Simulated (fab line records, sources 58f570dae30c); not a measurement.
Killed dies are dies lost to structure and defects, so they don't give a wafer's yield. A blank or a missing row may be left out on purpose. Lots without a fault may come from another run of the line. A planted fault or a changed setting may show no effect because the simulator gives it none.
A struck lot beside a sound one | flow berkeley_cmos170 | 14 steps out of a route of 331
Sound: wafers L204.1, L204.4, L204.5. Struck: wafers L214.2, L214.4, L214.6. The cause comes at the end.
At each step with rows: each side's tool, then ch and its chambers, then its first start. Under that, the readings that differ: sound wafers | struck wafers | difference of the means | sigmas: that difference in standard deviations of wafers without a fault.
alike: readings whose means differ by less than 2 such deviations, and words and numbers that are the same on both sides. not compared: withheld readings, readings that some wafer has no value for, bounds like >300 that may hide the same value, and numbers for which the record gives no deviation and whose values overlap.
The two part at a step that has a row with sigmas, a row that says differs or no value, or rows on one side only. Numbers that don't overlap but have no deviation are shown without sigmas and don't part them. A reading that every wafer of one side lacks parts them only if that side has two wafers or more.

first, 1 step without rows for these wafers: UCB170_M3_PRE_CLEAN_00 (preclean etch time 60 s).
UCB170_M3_SPUTTER_01: material Al, target thk 900 nm, time 120 s.
  sound on pvd_sputter-02, day 9 19:08; struck on pvd_sputter-03, day 11 11:49
  alike: throttle_valve_pct
UCB170_M3_RS_MEAS_02: measures by four-point-probe.
  sound on film_metro-01, day 9 19:14; struck on film_metro-01, day 11 11:55
  alike: M3_AL_RS
UCB170_M3_THK_MEAS_03: measures by xrf.
  sound on film_metro-01, day 9 19:21; struck on film_metro-01, day 11 12:01
  alike: M3_AL_THK
then, 3 steps without rows for these wafers: UCB170_M3_HMDS_04 (prime time 60 s); UCB170_M3_COAT_05 (resist thk 900 nm); UCB170_M3_SOFTBAKE_06 (time 60 s).
UCB170_M3_STRIP_07: strips in O2.
  sound on plasma_asher-01 ch 0,1, day 9 19:52; struck on plasma_asher-03 ch 1, day 11 12:31
  alike: drypump_motor_current_A, oes_product_au, strip_time_to_endpoint_s
  not compared: rf_hours_counter_h
then, 4 steps without rows for these wafers: UCB170_M3_STRIP_08 (strips KrF in DMSO, time 600 s); UCB170_M3_COAT_09; UCB170_M3_COAT_10 (resist thk 900 nm); UCB170_M3_SOFTBAKE_11 (time 60 s).
UCB170_M3_EXPOSE_12: exposes mask METAL3, target cd 700 nm.
  sound on krf_scanner-02 ch 0, day 9 20:42; struck on krf_scanner-01, day 11 13:25
  no value came back on the struck wafers for exposure_dose_mJ_cm2, focus_offset_nm (nm); on the sound wafers exposure_dose_mJ_cm2 reads 25.99 26.04 26.04
  alike: mask
then, 1 step without rows for these wafers: UCB170_M3_PEB_13.

WHERE THEY PART
Only at UCB170_M3_EXPOSE_12, within this record.

WHY: what the simulator had put in
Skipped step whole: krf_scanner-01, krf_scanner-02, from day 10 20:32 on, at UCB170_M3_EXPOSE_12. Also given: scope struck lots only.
